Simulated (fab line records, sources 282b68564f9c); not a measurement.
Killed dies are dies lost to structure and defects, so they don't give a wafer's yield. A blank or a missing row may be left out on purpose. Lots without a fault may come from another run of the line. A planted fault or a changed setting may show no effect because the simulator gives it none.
fab line records | flow rit_cmos
record lots=14 wafers=42 last_day=7
route steps=202 shown GATE@93 PLDD@120 SILICIDE@165 M1@184
lots that met no fault: from a run of the same line without faults
start_h: hours from the record's first day to the start of the lot's first wafer shown | wait_h: hours since the lot's step before | " the same as in the row above | L1.1+2: a row that stands for several wafers | - no value, or no start given | * or withheld: withheld | < > ~ a bound
route shown NAME@n: a module of which the file shows steps, and the number in the route of the first | usual: mean/standard deviation of fault-free wafers | same: alike in all rows | chamber/n: place in a boat | sites: the reading at each site | _std_site: their standard deviation | _edge_site: outer sites' mean less inner sites' | radius_mm: how far each site lies from the wafer's centre | mask NAME#n: copy n | behind: the tool/chamber that last shaped the wafer | hold: why the lot was held/for how many hours/how that ended | device: the transistor (n, p or np) that didn't switch | end of line: the same wafers' tests at the end of the route | a step without rows: its recipe alone | killed: dies lost to structure and defects at the first sort, not the wafer's yield | map: a wafer's dies, x killed, . not, _ none there
set.NAME: the setting as run; set.NAME@STEP: as run at that earlier step | model.NAME: the simulator's own value behind a step, which no gauge read
steps of the route over a sample of lots; a table a step, a row a wafer
services: from which hour (start_h, from the record's first day; less than 0 if before it) a tool's chamber was out of use, for how many hours, and why
## steps
# step RIT_GATE_OVL_MEAS_17
# usual GATE_OVL=0.1/1.3
# columns lot.wafer tool chamber start_h wait_h GATE_OVL[nm]
L714.4 overlay-01 - 42.76 0.1 -0.1
L714.5 " - " " -2.0
L714.6 " - " " -1.7
L715.1 overlay-02 - 45.13 0.1 2.1
L715.3 " - " " 1.8
L715.6 " - " " 2.1
L716.2 overlay-01 - 56.31 0.1 -0.3
L716.3 " - " " -1.9
L716.6 " - " " -0.3
L717.3 overlay-01 - 56.56 0.1 -1.1
L717.5 " - " " 0.7
L717.6 " - " " -0.9
L718.2 overlay-01 - 61.50 0.1 1.2
L718.5 " - " " 1.4
L718.6 " - " " 0.0
L720.2 overlay-02 - 69.24 0.1 -0.4
L720.3 " - " " -0.1
L720.6 " - " " 0.6
L719.2 overlay-01 - 69.53 0.1 -1.3
L719.3 " - " " 0.8
L719.4 " - " " -0.7
L722.2 overlay-01 - 76.63 0.1 -1.4
L722.4 " - " " 0.5
L722.6 " - " " 1.5
L728.1 overlay-01 - 108.87 0.1 0.6
L728.2 " - " " -0.8
L728.6 " - " " -2.4
L730.2 overlay-02 - 116.23 0.1 1.6
L730.5 " - " " 0.4
L730.6 " - " " -0.8
L733.1 overlay-02 - 132.46 0.1 3.0
L733.2 " - " " 2.9
L733.4 " - " " 2.8
L735.2 overlay-02 - 143.25 0.1 -0.8
L735.4 " - " " -0.2
L735.5 " - " " -0.8
L736.2 overlay-01 - 151.51 0.1 -0.4
L736.4 " - " " 2.0
L736.6 " - " " 1.5
L737.1 overlay-02 - 153.06 0.1 -0.5
L737.4 " - " " -1.1
L737.6 " - " " -1.3
# step RIT_PLDD_OVL_MEAS_06
# usual PLDD_OVL=-0.2/1.2
# columns lot.wafer tool chamber start_h wait_h PLDD_OVL[nm]
L714.4 overlay-02 - 48.84 - 1.1
L714.5 " - " " 1.2
L714.6 " - " " 0.2
L715.1 overlay-01 - 52.00 - -1.2
L715.3 " - " " -1.4
L715.6 " - " " -0.6
L716.2 overlay-02 - 63.38 - 0.8
L716.3 " - " " -1.2
L716.6 " - " " -0.2
L717.3 overlay-01 - 63.62 - 0.0
L717.5 " - " " 1.3
L717.6 " - " " 0.2
L718.2 overlay-01 - 67.69 - -0.1
L718.5 " - " " 1.7
L718.6 " - " " 0.7
L720.2 overlay-02 - 75.35 - 0.1
L720.3 " - " " -0.3
L720.6 " - " " 0.4
L719.2 overlay-02 - 77.34 - -0.2
L719.3 " - " " -0.9
L719.4 " - " " 2.0
L722.2 overlay-02 - 83.68 - -0.3
L722.4 " - " " -1.3
L722.6 " - " " 0.0
L728.1 overlay-02 - 114.95 - -0.4
L728.2 " - " " 0.5
L728.6 " - " " 0.5
L730.2 overlay-01 - 122.76 - -0.1
L730.5 " - " " -2.1
L730.6 " - " " 1.1
L733.1 overlay-02 - 138.74 - 0.4
L733.2 " - " " 0.8
L733.4 " - " " 1.9
L735.2 overlay-02 - 149.28 - -0.9
L735.4 " - " " -2.5
L735.5 " - " " -0.2
L736.2 overlay-01 - 158.36 - -0.3
L736.4 " - " " -1.2
L736.6 " - " " -2.9
L737.1 overlay-01 - 159.09 - 1.5
L737.4 " - " " -0.9
L737.6 " - " " -0.8
# step RIT_SILICIDE_RTA_04
# recipe temp_c=650 time_s=10 idle_temp_c=25 ramp_up_s=5 ramp_down_s=5 cool_to_c=25 ambient=N2
# usual wafer_temp_C_max=653.6/1.2
# columns lot.wafer tool chamber start_h wait_h wafer_temp_C_max
L714.4 rtp_anneal-01 0 56.01 0.1 653.4
L714.5 " 0 " " 652.2
L714.6 " 0 " " 652.9
L715.1 rtp_anneal-02 0 61.61 0.1 654.0
L715.3 " 0 " " 656.3
L715.6 " 0 " " 655.5
L717.3 rtp_anneal-02 0 71.09 0.1 654.7
L717.5 " 0 " " 653.9
L717.6 " 0 " " 654.2
L716.2 rtp_anneal-02 0 71.66 0.1 653.2
L716.3 " 0 " " 654.5
L716.6 " 0 " " 654.1
L718.2 rtp_anneal-01 0 75.07 0.1 652.2
L718.5 " 0 " " 652.8
L718.6 " 0 " " 652.8
L720.2 rtp_anneal-02 0 83.61 0.1 654.9
L720.3 " 0 " " 653.8
L720.6 " 0 " " 653.8
L719.2 rtp_anneal-01 0 85.39 0.1 652.6
L719.3 " 0 " " 652.8
L719.4 " 0 " " 652.5
L722.2 rtp_anneal-01 0 91.98 0.1 653.0
L722.4 " 0 " " 652.5
L722.6 " 0 " " 652.3
L728.1 rtp_anneal-01 0 122.45 0.1 652.4
L728.2 " 0 " " 652.9
L728.6 " 0 " " 652.0
L730.2 rtp_anneal-01 0 131.26 0.1 652.1
L730.5 " 0 " " 652.5
L730.6 " 0 " " 652.4
L733.1 rtp_anneal-02 0 148.78 0.1 655.9
L733.2 " 0 " " 655.5
L733.4 " 0 " " 654.8
L735.2 rtp_anneal-02 0 157.06 0.1 655.2
L735.4 " 0 " " 655.4
L735.5 " 0 " " 656.3
L736.2 rtp_anneal-01 0 166.03 0.1 652.1
L736.4 " 0 " " 652.4
L736.6 " 0 " " 652.4
L737.1 rtp_anneal-02 0 167.20 0.1 653.6
L737.4 " 0 " " 654.6
L737.6 " 0 " " 653.8
# step RIT_M1_SPUTTER_00
# recipe material=Al target_thk_nm=400 power_w=2000 chamber_pressure_pa=0.4 gas=Ar time_s=500 substrate_temp_c=25
# usual throttle_valve_pct=30.0/0.75
# columns lot.wafer tool chamber start_h wait_h throttle_valve_pct
L714.4 pvd_sputter-03 - 58.50 0.0 29.5
L714.5 " - " " 29.6
L714.6 " - " " 29.3
L715.1 pvd_sputter-02 - 64.25 0.0 29.6
L715.3 " - " " 31.2
L715.6 " - " " 29.7
L717.3 pvd_sputter-03 - 73.55 0.0 29.4
L717.5 " - " " 29.5
L717.6 " - " " 29.2
L716.2 pvd_sputter-02 - 74.07 0.0 29.8
L716.3 " - " " 31.7
L716.6 " - " " 31.2
L718.2 pvd_sputter-03 - 77.66 0.0 29.4
L718.5 " - " " 29.5
L718.6 " - " " 29.6
L720.2 pvd_sputter-04 - 86.18 0.0 30.5
L720.3 " - " " 31.1
L720.6 " - " " 31.1
L719.2 pvd_sputter-03 - 88.08 0.0 29.7
L719.3 " - " " 29.4
L719.4 " - " " 29.3
L722.2 pvd_sputter-03 - 94.69 0.0 29.2
L722.4 " - " " 29.6
L722.6 " - " " 29.5
L728.1 pvd_sputter-02 - 125.20 0.0 31.2
L728.2 " - " " 29.6
L728.6 " - " " 29.2
L730.2 pvd_sputter-02 - 133.97 0.0 29.5
L730.5 " - " " 31.2
L730.6 " - " " 29.6
L733.1 pvd_sputter-03 - 151.26 0.0 29.7
L733.2 " - " " 29.4
L733.4 " - " " 29.8
L735.2 pvd_sputter-03 - 159.67 0.0 29.5
L735.4 " - " " 29.6
L735.5 " - " " 29.4
L736.2 pvd_sputter-04 - 168.48 0.0 30.8
L736.4 " - " " 30.6
L736.6 " - " " 31.0
L737.1 pvd_sputter-03 - 169.97 0.0 29.5
L737.4 " - " " 29.5
L737.6 " - " " 29.2
# step RIT_M1_RS_MEAS_01
# recipe thk_meas_gauge=four-point-probe reads=Al_of_M1_SPUTTER_00
# usual M1_AL_RS=0.0730/0.00067
# columns lot.wafer tool chamber start_h wait_h M1_AL_RS[ohm/sq]
L714.4 film_metro-02 - 58.86 0.2 0.0717
L714.5 " - " " 0.0726
L714.6 " - " " 0.0727
L715.1 film_metro-01 - 64.54 0.1 0.0731
L715.3 " - " " 0.0731
L715.6 " - " " 0.0737
L717.3 film_metro-02 - 73.88 0.2 0.0732
L717.5 " - " " 0.0722
L717.6 " - " " 0.0716
L716.2 film_metro-02 - 74.38 0.2 0.0731
L716.3 " - " " 0.0728
L716.6 " - " " 0.0732
L718.2 film_metro-04 - 77.98 0.2 0.0724
L718.5 " - " " 0.0730
L718.6 " - " " 0.0732
L720.2 film_metro-01 - 86.49 0.2 0.0727
L720.3 " - " " 0.0735
L720.6 " - " " 0.0727
L719.2 film_metro-01 - 88.39 0.2 0.0746
L719.3 " - " " 0.0739
L719.4 " - " " 0.0751
L722.2 film_metro-04 - 95.00 0.2 0.0729
L722.4 " - " " 0.0730
L722.6 " - " " 0.0725
L728.1 film_metro-01 - 125.49 0.1 0.0602
L728.2 " - " " 0.0598
L728.6 " - " " 0.0602
L730.2 film_metro-02 - 134.30 0.2 0.0598
L730.5 " - " " 0.0598
L730.6 " - " " 0.0597
L733.1 film_metro-02 - 151.60 0.2 0.0737
L733.2 " - " " 0.0739
L733.4 " - " " 0.0735
L735.2 film_metro-01 - 159.99 0.2 0.0740
L735.4 " - " " 0.0734
L735.5 " - " " 0.0733
L736.2 film_metro-04 - 168.80 0.2 0.0717
L736.4 " - " " 0.0715
L736.6 " - " " 0.0715
L737.1 film_metro-01 - 170.26 0.1 0.0730
L737.4 " - " " 0.0735
L737.6 " - " " 0.0740
# step RIT_M1_THK_MEAS_02
# recipe thk_meas_gauge=xrf reads=Al_of_M1_SPUTTER_00
# usual M1_AL_THK=405/3.8
# columns lot.wafer tool chamber start_h wait_h M1_AL_THK[nm]
L714.4 film_metro-02 - 58.95 0.1 413
L714.5 " - " " 407
L714.6 " - " " 406
L715.1 film_metro-01 - 64.66 0.1 407
L715.3 " - " " 409
L715.6 " - " " 403
L717.3 film_metro-02 - 73.98 0.1 402
L717.5 " - " " 410
L717.6 " - " " 412
L716.2 film_metro-02 - 74.49 0.1 404
L716.3 " - " " 403
L716.6 " - " " 401
L718.2 film_metro-04 - 78.09 0.1 405
L718.5 " - " " 402
L718.6 " - " " 404
L720.2 film_metro-01 - 86.60 0.1 411
L720.3 " - " " 406
L720.6 " - " " 410
L719.2 film_metro-01 - 88.50 0.1 399
L719.3 " - " " 401
L719.4 " - " " 397
L722.2 film_metro-04 - 95.11 0.1 404
L722.4 " - " " 403
L722.6 " - " " 406
L728.1 film_metro-01 - 125.61 0.1 492
L728.2 " - " " 495
L728.6 " - " " 494
L730.2 film_metro-02 - 134.41 0.1 494
L730.5 " - " " 494
L730.6 " - " " 492
L733.1 film_metro-02 - 151.72 0.1 405
L733.2 " - " " 403
L733.4 " - " " 403
L735.2 film_metro-01 - 160.10 0.1 398
L735.4 " - " " 404
L735.5 " - " " 406
L736.2 film_metro-04 - 168.91 0.1 413
L736.4 " - " " 412
L736.6 " - " " 414
L737.1 film_metro-01 - 170.38 0.1 404
L737.4 " - " " 403
L737.6 " - " " 400
# step RIT_M1_METAL_ETCH_12
# recipe stop_on=SiO2 chemistry=Cl2/BCl3 target=Al time_s=165 over_etch_frac=0.5 pressure_mtorr=100 target_depth_a=6000 rf_w=250 Cl2_flow_sccm=60 bcl3_flow_sccm=50
# usual drypump_motor_current_A=5.83/0.28 oes_product_au=0.782/0.01 throttle_valve_pct=8.14/0.13
# columns lot.wafer tool chamber start_h wait_h drypump_motor_current_A oes_product_au rf_hours_counter_h throttle_valve_pct
L714.4 rie_metal-04 1 60.53 0.1 5.94 0.797 - 8.34
L714.5 " 1 " " 5.94 0.798 - 8.33
L714.6 " 0 " " 5.78 0.766 - 7.94
L715.1 rie_metal-02 1 66.13 0.2 5.52 0.771 2 8.13
L715.3 " 0 " " 6.34 0.780 - 8.19
L715.6 " 0 " " 6.34 0.779 - 8.18
L717.3 rie_metal-03 1 75.87 0.2 5.57 0.787 - 8.02
L717.5 " 0 " " 5.67 0.801 - 8.25
L717.6 " 1 " " 5.55 0.807 - 8.04
L716.2 rie_metal-04 0 76.06 0.2 5.79 0.773 1 7.95
L716.3 " 1 " " 5.96 0.783 - 8.33
L716.6 " 1 " " 5.99 0.787 - 8.34
L718.2 rie_metal-02 1 79.42 0.2 5.55 0.787 3 8.13
L718.5 " 1 " " 5.56 0.776 - 8.14
L718.6 " 0 " " 6.41 0.767 - 8.18
L720.2 rie_metal-03 1 88.06 0.2 5.56 0.792 33 8.01
L720.3 " 0 " " 5.65 0.793 - 8.24
L720.6 " 1 " " 5.58 0.791 - 8.02
L719.2 rie_metal-04 1 89.91 0.2 5.97 0.784 1 8.32
L719.3 " 0 " " 5.78 0.758 - 7.94
L719.4 " 1 " " 5.96 0.778 - 8.34
L722.2 rie_metal-03 0 96.45 0.2 5.69 0.796 37 8.24
L722.4 " 0 " " 5.68 0.785 - 8.24
L722.6 " 0 " " 5.68 0.791 - 8.23
L728.1 rie_metal-04 0 127.17 0.2 5.79 0.852 1 7.92
L728.2 " 1 " " 5.96 0.883 1 8.30
L728.6 " 0 " " 5.79 0.863 - 7.92
L730.2 rie_metal-02 0 135.87 0.2 6.36 0.877 3 8.18
L730.5 " 0 " " 6.34 0.886 - 8.18
L730.6 " 1 " " 5.56 0.874 - 8.13
L733.1 rie_metal-04 1 153.06 0.2 5.95 0.789 2 8.33
L733.2 " 0 " " 5.79 0.760 2 7.95
L733.4 " 0 " " 5.80 0.771 - 7.95
L735.2 rie_metal-02 1 161.44 0.2 5.55 0.761 4 8.12
L735.4 " 0 " " 6.37 0.786 - 8.18
L735.5 " 1 " " 5.57 0.773 - 8.12
L736.2 rie_metal-04 0 170.37 0.2 5.79 0.781 2 7.96
L736.4 " 0 " " 5.79 0.782 - 7.94
L736.6 " 0 " " 5.78 0.776 - 7.93
L737.1 rie_metal-03 0 171.73 0.2 5.68 0.783 0 8.24
L737.4 " 1 " " 5.59 0.781 - 8.03
L737.6 " 0 " " 5.68 0.790 - 8.23
# step RIT_M1_PROBE_99
# usual defect_limited_yield=97.1/1.3 killed_at_contacts=0.1/0.25 killed_at_front_end=8/3.3 killed_dies=8/3.3 killed_open=3.9/2.1 killed_short=3.8/2.2 sort_bin_3_pad_short=0.1/0.23 sort_bin_5_function=1.7/0.93 sort_bin_6_memory=1.0/0.68 sort_n_pass=256/3.3 sort_yield_pct=97.1/1.3
# same gross_dies=264 killed_at_M0_to_M3=0 killed_at_M4_up=0 killed_at_back_side=0 killed_at_other=0
# columns lot.wafer tool chamber start_h wait_h defect_limited_yield[%] killed_at_contacts killed_at_front_end killed_dies killed_open killed_short sort_bin_3_pad_short[%] sort_bin_5_function[%] sort_bin_6_memory[%] sort_n_pass sort_yield_pct[%]
L714.4 prober-01 - 63.67 0.2 96.6 0 9 9 2 7 0 1.9 1.5 255 96.6
L714.5 prober-01 - 63.72 0.2 97.0 0 8 8 6 2 0 1.9 1.1 256 97.0
L714.6 prober-01 - 63.77 0.2 96.6 0 9 9 7 2 0.4 3.0 0 255 96.6
L715.1 prober-02 - 68.39 0.1 94.7 0 14 14 7 7 0 3.4 1.9 250 94.7
L715.3 prober-02 - 68.49 0.2 96.6 0 9 9 3 6 0.8 1.9 0.8 255 96.6
L715.6 prober-02 - 68.64 0.2 98.9 0 3 3 0 3 0 0.4 0.8 261 98.9
L716.2 prober-02 - 79.51 0.1 97.7 0 6 6 5 1 0 1.9 0.4 258 97.7
L716.3 prober-02 - 79.56 0.2 97.0 0 8 8 4 4 0.4 1.5 1.1 256 97.0
L716.6 prober-02 - 79.71 0.2 96.6 0 9 9 4 5 0 3.0 0.4 255 96.6
L717.3 prober-01 - 79.56 0.2 97.7 0 6 6 3 3 0 1.1 1.1 258 97.7
L717.5 prober-01 - 79.66 0.2 98.5 0 4 4 0 4 0.8 0.8 0 260 98.5
L717.6 prober-01 - 79.71 0.2 97.7 0 6 6 3 3 0 1.1 1.1 258 97.7
L718.2 prober-02 - 81.73 0.1 96.6 0 9 9 5 4 0.4 2.3 0.8 255 96.6
L718.5 prober-02 - 81.88 0.2 95.1 0 13 13 7 6 0.4 2.7 1.9 251 95.1
L718.6 prober-02 - 81.93 0.2 93.6 0 17 17 7 10 1.1 3.4 1.9 247 93.6
L720.2 prober-01 - 91.97 0.1 94.7 0 14 14 5 9 0.4 3.4 1.5 250 94.7
L720.3 prober-01 - 92.02 0.2 94.7 0 14 14 7 7 0.4 2.7 2.3 250 94.7
L720.6 prober-01 - 92.17 0.2 95.8 1 10 11 7 4 0 2.3 1.9 253 95.8
L719.2 prober-02 - 92.59 0.1 98.9 0 3 3 2 1 0.4 0.4 0.4 261 98.9
L719.3 prober-02 - 92.64 0.2 96.6 0 9 9 7 2 0 1.5 1.9 255 96.6
L719.4 prober-02 - 92.69 0.2 98.1 0 5 5 2 3 0.4 1.5 0 259 98.1
L722.2 prober-02 - 98.75 0.1 97.0 0 8 8 3 5 0 1.9 1.1 256 97.0
L722.4 prober-02 - 98.85 0.2 98.9 0 3 3 1 2 0 0.8 0.4 261 98.9
L722.6 prober-02 - 98.95 0.2 95.8 0 11 11 7 4 0 2.3 1.9 253 95.8
L728.1 prober-02 - 129.42 0.1 97.3 1 6 7 4 3 0 1.1 1.5 257 97.3
L728.2 prober-02 - 129.47 0.1 98.5 0 4 4 1 3 0 1.1 0.4 260 98.5
L728.6 prober-02 - 129.67 0.2 98.5 0 4 4 2 2 0 0.8 0.8 260 98.5
L730.2 prober-02 - 138.52 0.1 95.8 0 11 11 7 4 0 3.0 1.1 253 95.8
L730.5 prober-02 - 138.67 0.2 97.3 0 7 7 3 4 0.4 1.5 0.8 257 97.3
L730.6 prober-02 - 138.72 0.2 97.3 0 7 7 2 5 0.4 1.1 1.1 257 97.3
L733.1 prober-01 - 155.37 0.1 98.9 0 3 3 1 2 0 0.4 0.8 261 98.9
L733.2 prober-01 - 155.42 0.1 98.5 0 4 4 1 3 0 0.4 1.1 260 98.5
L733.4 prober-01 - 155.52 0.2 97.0 0 8 8 4 4 0 2.7 0.4 256 97.0
L735.2 prober-01 - 163.74 0.1 98.5 0 4 4 1 3 0.4 0.8 0.4 260 98.5
L735.4 prober-01 - 163.84 0.2 96.2 0 10 10 4 6 0.4 1.5 1.9 254 96.2
L735.5 prober-01 - 163.89 0.2 97.0 0 8 8 5 3 0 1.9 1.1 256 97.0
L736.2 prober-02 - 173.79 0.1 96.2 0 10 10 3 6 0 2.7 1.1 254 96.2
L736.4 prober-02 - 173.89 0.2 95.8 0 11 11 5 6 0 1.1 3.0 253 95.8
L736.6 prober-02 - 173.99 0.2 96.2 0 10 10 4 6 0 2.3 1.5 254 96.2
L737.1 prober-01 - 175.24 0.1 99.6 0 1 1 1 0 0 0.4 0 263 99.6
L737.4 prober-01 - 175.39 0.2 97.3 0 7 7 5 2 0 2.3 0.4 257 97.3
L737.6 prober-01 - 175.49 0.2 97.3 0 7 7 4 2 0 2.3 0.4 257 97.3
# killed by level:class
L714.4 SILICIDE:geometric_particle:short=3 REOX:geometric_particle:short=2 FOX2:geometric_particle:short=1 GATE:geometric_particle:open=1 GATE:geometric_particle:short=1 SPACER:geometric_particle:open=1
L714.5 GATE:geometric_particle:open=3 SPACER:geometric_particle:short=2 REOX:geometric_particle:open=1 SPACER:geometric_particle:open=1 SILICIDE:geometric_particle:open=1
L714.6 SILICIDE:geometric_particle:open=3 FOX1:geometric_particle:open=2 REOX:geometric_particle:open=1 REOX:geometric_particle:short=1 SPACER:geometric_particle:open=1 SILICIDE:geometric_particle:short=1
L715.1 GATE:geometric_particle:open=4 GATE:geometric_particle:short=3 FOX2:geometric_particle:open=2 FOX1:geometric_particle:short=1 FOX2:geometric_particle:short=1 REOX:geometric_particle:short=1 REOX:geometric_particle:open=1 SILICIDE:geometric_particle:short=1
L715.3 FOX2:geometric_particle:short=2 GATE:geometric_particle:open=2 FOX1:geometric_particle:short=1 GATE:geometric_particle:short=1 SPACER:geometric_particle:short=1 SILICIDE:geometric_particle:short=1 SILICIDE:geometric_particle:open=1
L715.6 GATE:geometric_particle:short=3
L716.2 GATE:geometric_particle:open=2 SILICIDE:geometric_particle:open=2 FOX1:geometric_particle:open=1 GATE:geometric_particle:short=1
L716.3 FOX1:geometric_particle:short=2 GATE:geometric_particle:short=2 FOX1:geometric_particle:open=1 FOX2:geometric_particle:open=1 GATE:geometric_particle:open=1 REOX:geometric_particle:open=1
L717.3 SPACER:geometric_particle:short=2 GATE:geometric_particle:open=1 GATE:geometric_particle:short=1 REOX:geometric_particle:open=1 SILICIDE:geometric_particle:open=1
L717.5 SPACER:geometric_particle:short=2 GATE:geometric_particle:short=1 SILICIDE:geometric_particle:short=1
L716.6 GATE:geometric_particle:short=3 GATE:geometric_particle:open=2 SILICIDE:geometric_particle:open=2 FOX1:geometric_particle:short=1 REOX:geometric_particle:short=1
L717.6 GATE:geometric_particle:open=2 REOX:geometric_particle:short=2 REOX:geometric_particle:open=1 SILICIDE:geometric_particle:short=1
L718.2 GATE:geometric_particle:open=3 GATE:geometric_particle:short=2 FOX2:geometric_particle:short=1 FOX2:geometric_particle:open=1 SPACER:geometric_particle:short=1 SILICIDE:geometric_particle:open=1
L718.5 GATE:geometric_particle:short=4 GATE:geometric_particle:open=3 SPACER:geometric_particle:open=3 FOX1:geometric_particle:open=1 FOX1:geometric_particle:short=1 SILICIDE:geometric_particle:short=1
L718.6 GATE:geometric_particle:short=5 FOX1:geometric_particle:short=3 GATE:geometric_particle:open=3 SPACER:geometric_particle:open=3 SILICIDE:geometric_particle:short=2 SILICIDE:geometric_particle:open=1
L720.2 GATE:geometric_particle:short=5 GATE:geometric_particle:open=3 FOX1:geometric_particle:short=2 REOX:geometric_particle:open=2 REOX:geometric_particle:short=1 SPACER:geometric_particle:short=1
L720.3 GATE:geometric_particle:open=3 REOX:geometric_particle:open=3 FOX1:geometric_particle:short=2 REOX:geometric_particle:short=2 ACTIVE:geometric_particle:short=1 FOX1:geometric_particle:open=1 GATE:geometric_particle:short=1 SILICIDE:geometric_particle:short=1
L720.6 SILICIDE:geometric_particle:open=3 FOX1:geometric_particle:short=2 FOX1:geometric_particle:open=2 GATE:geometric_particle:open=2 REOX:geometric_particle:short=1 CONTACT:geometric_particle:short=1
L719.2 FOX1:geometric_particle:open=1 REOX:geometric_particle:short=1 SPACER:geometric_particle:open=1
L719.3 GATE:geometric_particle:open=5 SILICIDE:geometric_particle:short=2 SILICIDE:geometric_particle:open=2
L719.4 SPACER:geometric_particle:short=2 GATE:geometric_particle:short=1 GATE:geometric_particle:open=1 SILICIDE:geometric_particle:open=1
L722.2 SPACER:geometric_particle:short=2 FOX1:geometric_particle:short=1 FOX1:geometric_particle:open=1 FOX2:geometric_particle:open=1 GATE:geometric_particle:open=1 GATE:geometric_particle:short=1 REOX:geometric_particle:short=1
L722.4 FOX1:geometric_particle:short=1 GATE:geometric_particle:short=1 SPACER:geometric_particle:open=1
L722.6 FOX1:geometric_particle:open=3 GATE:geometric_particle:open=2 REOX:geometric_particle:open=2 FOX1:geometric_particle:short=1 GATE:geometric_particle:short=1 REOX:geometric_particle:short=1 SPACER:geometric_particle:short=1
L728.1 GATE:geometric_particle:short=2 FOX1:geometric_particle:open=1 FOX2:geometric_particle:short=1 FOX2:geometric_particle:open=1 REOX:geometric_particle:open=1 CONTACT:geometric_particle:open=1
L728.2 FOX2:geometric_particle:short=2 FOX1:geometric_particle:open=1 GATE:geometric_particle:short=1
L728.6 FOX2:geometric_particle:short=1 GATE:geometric_particle:open=1 SPACER:geometric_particle:short=1 SPACER:geometric_particle:open=1
L730.2 GATE:geometric_particle:open=5 FOX1:geometric_particle:short=2 GATE:geometric_particle:short=2 FOX1:geometric_particle:open=1 REOX:geometric_particle:open=1
L730.5 GATE:geometric_particle:short=2 SPACER:geometric_particle:open=2 SPACER:geometric_particle:short=1 SILICIDE:geometric_particle:open=1 SILICIDE:geometric_particle:short=1
L730.6 REOX:geometric_particle:short=2 FOX1:geometric_particle:short=1 FOX2:geometric_particle:short=1 GATE:geometric_particle:open=1 SPACER:geometric_particle:short=1 SPACER:geometric_particle:open=1
L733.1 GATE:geometric_particle:open=1 SPACER:geometric_particle:short=1 SILICIDE:geometric_particle:short=1
L733.2 GATE:geometric_particle:short=2 GATE:geometric_particle:open=1 SILICIDE:geometric_particle:short=1
L733.4 GATE:geometric_particle:short=2 FOX1:geometric_particle:open=1 FOX1:geometric_particle:short=1 FOX2:geometric_particle:open=1 GATE:geometric_particle:open=1 SPACER:geometric_particle:short=1 SILICIDE:geometric_particle:open=1
L735.2 GATE:geometric_particle:short=2 GATE:geometric_particle:open=1 SILICIDE:geometric_particle:short=1
L735.4 SILICIDE:geometric_particle:short=4 GATE:geometric_particle:open=2 REOX:geometric_particle:open=2 FOX2:geometric_particle:short=1 GATE:geometric_particle:short=1
L735.5 SILICIDE:geometric_particle:open=2 FOX2:geometric_particle:open=1 FOX2:geometric_particle:short=1 GATE:geometric_particle:open=1 GATE:geometric_particle:short=1 REOX:geometric_particle:open=1 SILICIDE:geometric_particle:short=1
L736.2 GATE:geometric_particle:short=4 REOX:geometric_particle:short=2 GATE:geometric_particle:open=1 REOX:geometric_particle:open=1 SPACER:geometric_particle:open=1 PWELL:coat_microbubble_printed=1
L736.4 GATE:geometric_particle:short=3 FOX1:geometric_particle:open=2 FOX2:geometric_particle:short=2 FOX1:geometric_particle:short=1 FOX2:geometric_particle:open=1 GATE:geometric_particle:open=1 SILICIDE:geometric_particle:open=1
L736.6 GATE:geometric_particle:short=2 GATE:geometric_particle:open=2 SILICIDE:geometric_particle:short=2 FOX1:geometric_particle:open=1 FOX2:geometric_particle:short=1 SPACER:geometric_particle:short=1 SILICIDE:geometric_particle:open=1
L737.1 GATE:geometric_particle:open=1
L737.4 GATE:geometric_particle:open=3 FOX1:geometric_particle:open=1 FOX2:geometric_particle:short=1 GATE:geometric_particle:short=1 REOX:geometric_particle:open=1
L737.6 FOX1:geometric_particle:short=2 FOX1:geometric_particle:open=2 GATE:geometric_particle:open=2 GATE:coat_microbubble_printed=1
## services
# columns tool chamber start_h hours kind
rie_metal-03 - 89.51 1.4 pm
rie_metal-02 0 91.56 1.2 repair
pvd_sputter-03 - 102.09 3.1 repair
rie_metal-03 - 127.16 1.6 repair
rie_metal-03 - 136.12 20.0 pm
rie_metal-03 0 136.12 20.0 vent_cycle
rie_metal-03 1 136.12 20.0 vent_cycle
rie_metal-03 0 156.12 - clean
rie_metal-03 1 156.12 - clean
pvd_sputter-03 - 164.24 3.5 repair
## key
first_sign step=RIT_M1_RS_MEAS_01 reading=M1_AL_RS direction=down sigmas=20 usual=0.0730 struck=0.0599
effect step=RIT_M1_THK_MEAS_02 reading=M1_AL_THK direction=up sigmas=23 usual=405 struck=494
effect step=RIT_M1_METAL_ETCH_12 reading=oes_product_au direction=up sigmas=8.6 usual=0.782 struck=0.872
met_at RIT_M1_SPUTTER_00
struck_lots L728,L730
not_acting_at RIT_GATE_OVL_MEAS_17,RIT_PLDD_OVL_MEAS_06,RIT_SILICIDE_RTA_04
onset_between 74.07 125.20
fault kind=process_parameter_drift tool=pvd_sputter-02 chamber=- onset_h=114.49 steps=RIT_M1_SPUTTER_00 channel=time_s offset=* shape=step end_h=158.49 acts_in=* stated=*
